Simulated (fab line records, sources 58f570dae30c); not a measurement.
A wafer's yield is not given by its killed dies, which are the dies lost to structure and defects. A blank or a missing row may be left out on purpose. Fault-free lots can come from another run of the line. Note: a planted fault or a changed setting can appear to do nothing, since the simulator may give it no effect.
Problem report, 8D (eight disciplines) form, completed by code / flow berkeley_cmos170 / the parts of the form that need people (team, actions taken, sign-off) are left out

1. PROBLEM STATEMENT
WELLDRIVE_OXIDE_THK at UCB170_WELLDRIVE_THK_MEAS_02 reads a mean of 231 nm on 6 wafers of 2 lots; wafers without a fault read 199 nm with a standard deviation of 3.5. Measured from the usual mean, that is +9.0 standard deviations.
First observed at day 5 13:29: wafer L927.1, on film_metro-03. The record holds 42 wafers of 14 lots with a number at this step. The rule behind "out" and "out of limits": a value lying over 4 standard deviations away from the usual mean. The other wafers with a number count as sound.

2. WHAT IT IS AND WHAT IT IS NOT
question=which readings at this step | is=WELLDRIVE_OXIDE_THK | is not=-
question=which lots | is=L927, L928 | is not=L921, L922, L924, L926, L933, L936, L938, L939, L940, L941, L942, L943
question=which wafers of those lots | is=all that have a number | is not=-
question=read on which gauges | is=film_metro-01, film_metro-03 | is not=film_metro-02
question=when | is=from day 5 13:29 | is not=up to then (12 sound wafers); but 24 sound wafers of L933, L936, L938, L939, L940, L941, L942, L943 came after

3. WHAT RULES OUT EACH SUSPECT
Counting: a tool stays on the suspect list if, at a process step up to the reading, it processed all lots that are out and no sound lot following the first of them.
- the gauge at UCB170_WELLDRIVE_THK_MEAS_02 has been ruled out. The wafers that are out were read on 2 gauges (film_metro-01, film_metro-03).
- furnace-02 at UCB170_WELLDRIVE_OXIDATION_01 (target thk 199 nm, ox time 9000 s): ruled out as a lasting fault. Sound lots L941, L942, L943 ran on it after its first lot that is out, L927 (day 5 09:59).
Left after counting: nothing in the record.

4. THE CAUSE (what the simulator had put in)
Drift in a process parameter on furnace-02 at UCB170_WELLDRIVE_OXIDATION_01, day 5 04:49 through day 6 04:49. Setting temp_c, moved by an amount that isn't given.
Counting ruled it out, wrongly: the rule takes a fault to strike every lot that its tool runs from its start on, and this one did not.

5. SEQUENCE OF EFFECTS, ordered by route
One row per reading whose mean, taken over the struck wafers that have a number, lies over 3 standard deviations from the usual. Readings are gone through only where the record gives a usual standard deviation; hours: the median, over the lots, of the time from a lot's start at the first step in this table giving one to that lot's start at this step; sigmas: the change measured in usual standard deviations.
hours=0; step=UCB170_WELLDRIVE_OXIDATION_01; reading=spike_tc_centre_C; usual=1102.4 C; on struck wafers=1134.1; change=+31.7; sigmas=+29
hours=0; step=UCB170_WELLDRIVE_OXIDATION_01; reading=spike_tc_load_C; usual=1127.2 C; on struck wafers=1158.7; change=+31.5; sigmas=+24
hours=0; step=UCB170_WELLDRIVE_OXIDATION_01; reading=spike_tc_source_C; usual=1127.1 C; on struck wafers=1159.3; change=+32.2; sigmas=+16
hours=0; step=UCB170_WELLDRIVE_OXIDATION_01; reading=tube_center_temp_C; usual=1100 C; on struck wafers=1132; change=+32; sigmas=+99 or more
hours=0; step=UCB170_WELLDRIVE_OXIDATION_01; reading=tube_center_temp_C_max; usual=1102.9; on struck wafers=1134.6; change=+31.7; sigmas=+68
hours=4; step=UCB170_WELLDRIVE_THK_MEAS_02; reading=WELLDRIVE_OXIDE_THK; usual=199 nm; on struck wafers=231; change=+32; sigmas=+9.0
Its process steps:
- UCB170_WELLDRIVE_OXIDATION_01: target thk 199 nm, ox time 9000 s.

6. WHAT WOULD HAVE CAUGHT IT SOONER
9 hours passed between the start of the fault at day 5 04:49 and the first reading out of limits at a measuring or inspecting step in this record, taken at day 5 13:29.
The tool's own readings at UCB170_WELLDRIVE_OXIDATION_01 were out on every struck wafer that the step has a row for (spike_tc_centre_C, spike_tc_load_C, spike_tc_source_C, tube_center_temp_C, tube_center_temp_C_max): an alarm limit on them would have fired on the first of those.
